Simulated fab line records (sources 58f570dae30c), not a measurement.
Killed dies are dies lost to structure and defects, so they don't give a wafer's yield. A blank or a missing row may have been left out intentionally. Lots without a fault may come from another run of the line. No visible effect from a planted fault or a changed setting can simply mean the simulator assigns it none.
Which tool was responsible? || flow berkeley_cmos170 || 7 lots, 21 wafers sampled, at 4 steps of a route of 331

== WHAT THE GAUGES READ, wafer by wafer ==
UCB170_SDANNEAL_RS_MEAS_04: the measuring method here is four-point-probe.
{"lot": "L855", "measured": "day 7 23:52", "on": "film_metro-01", "PLDD_RS (ohm/sq)": "1036.7 1033.4 1033.3"}
{"lot": "L857", "measured": "day 8 17:02", "on": "film_metro-01", "PLDD_RS (ohm/sq)": "1031.6 1032.4 1029.6"}
{"lot": "L860", "measured": "day 9 04:24", "on": "film_metro-02", "PLDD_RS (ohm/sq)": "1084.9 1086.9 1086.8"}
{"lot": "L870", "measured": "day 10 21:05", "on": "film_metro-03", "PLDD_RS (ohm/sq)": "1032.2 1029.8 1029.0"}
{"lot": "L873", "measured": "day 11 21:08", "on": "film_metro-02", "PLDD_RS (ohm/sq)": "1030.2 1032.2 1031.3"}
{"lot": "L875", "measured": "day 11 21:12", "on": "film_metro-03", "PLDD_RS (ohm/sq)": "1031.0 1026.8 1029.6"}
{"lot": "L876", "measured": "day 12 13:08", "on": "film_metro-02", "PLDD_RS (ohm/sq)": "1029.3 1033.0 1033.2"}

== WHAT TOOL EACH LOT RAN ON (gives the tool, then ch and the chambers of the sampled wafers, and finally the start) ==
{"lot": "L855", "UCB170_PWELL_STRIP_16": "plasma_asher-04 ch 0,1, day 3 13:11", "UCB170_PLDD_IMPLANT_09": "implanter-01 ch 0, day 7 11:01", "UCB170_PLDD_STRIP_10": "plasma_asher-01 ch 0,1, day 7 11:10"}
{"lot": "L857", "UCB170_PWELL_STRIP_16": "plasma_asher-04 ch 0,1, day 3 23:33", "UCB170_PLDD_IMPLANT_09": "implanter-01 ch 0, day 7 23:23", "UCB170_PLDD_STRIP_10": "plasma_asher-03 ch 0,1, day 7 23:32"}
{"lot": "L860", "UCB170_PWELL_STRIP_16": "plasma_asher-04 ch 0,1, day 4 13:26", "UCB170_PLDD_IMPLANT_09": "implanter-01 ch 0, day 8 14:53", "UCB170_PLDD_STRIP_10": "plasma_asher-01 ch 0,1, day 8 15:01"}
{"lot": "L870", "UCB170_PWELL_STRIP_16": "plasma_asher-02 ch 0,1, day 6 12:03", "UCB170_PLDD_IMPLANT_09": "implanter-04 ch 0, day 10 06:52", "UCB170_PLDD_STRIP_10": "plasma_asher-01 ch 0,1, day 10 06:58"}
{"lot": "L873", "UCB170_PWELL_STRIP_16": "plasma_asher-02 ch 0,1, day 7 12:16", "UCB170_PLDD_IMPLANT_09": "implanter-03 ch 0, day 11 07:30", "UCB170_PLDD_STRIP_10": "plasma_asher-02 ch 0,1, day 11 07:39"}
{"lot": "L875", "UCB170_PWELL_STRIP_16": "plasma_asher-01 ch 0,1, day 7 20:36", "UCB170_PLDD_IMPLANT_09": "implanter-03 ch 0, day 11 07:52", "UCB170_PLDD_STRIP_10": "plasma_asher-02 ch 0,1, day 11 07:59"}
{"lot": "L876", "UCB170_PWELL_STRIP_16": "plasma_asher-01 ch 0,1, day 8 08:14", "UCB170_PLDD_IMPLANT_09": "implanter-03 ch 0, day 11 21:09", "UCB170_PLDD_STRIP_10": "plasma_asher-01 ch 1, day 11 21:18"}
- UCB170_PWELL_STRIP_16: strips in O2.
- UCB170_PLDD_IMPLANT_09
- UCB170_PLDD_STRIP_10: strips in O2.

== THE ANSWER, worked out from the rows above alone ==
Rule: the lots themselves supply what counts as usual. The widest of any qualifying gaps counts: lots, ordered by their means at a reading, are off when they make up no more than a third of the lots, leave a main group of 4 or more, and stand apart from it by 3 or more times the standard deviation of that group's means. If all means in a main group match to the digits the tables above print for the reading, that group is not used. Also off: a lot with no number at a reading for which 4 or more lots have one. Where the step has rows for the other lots, those lots are counted as sound.
Off: L860, seen at UCB170_SDANNEAL_RS_MEAS_04 (PLDD_RS). The main group has a mean of 1031.4 ohm/sq with a standard deviation of 1.6.
If a tool, at a process step before that reading, ran all the lots that are off and no sound lot after the first of them, it fits. Those tools and the gauges at UCB170_SDANNEAL_RS_MEAS_04 are tried in the same way. Can't be told from this: 2 tools fit, plasma_asher-04 at UCB170_PWELL_STRIP_16, implanter-01 at UCB170_PLDD_IMPLANT_09.

== WHAT THE SIMULATOR HAD INSERTED ==
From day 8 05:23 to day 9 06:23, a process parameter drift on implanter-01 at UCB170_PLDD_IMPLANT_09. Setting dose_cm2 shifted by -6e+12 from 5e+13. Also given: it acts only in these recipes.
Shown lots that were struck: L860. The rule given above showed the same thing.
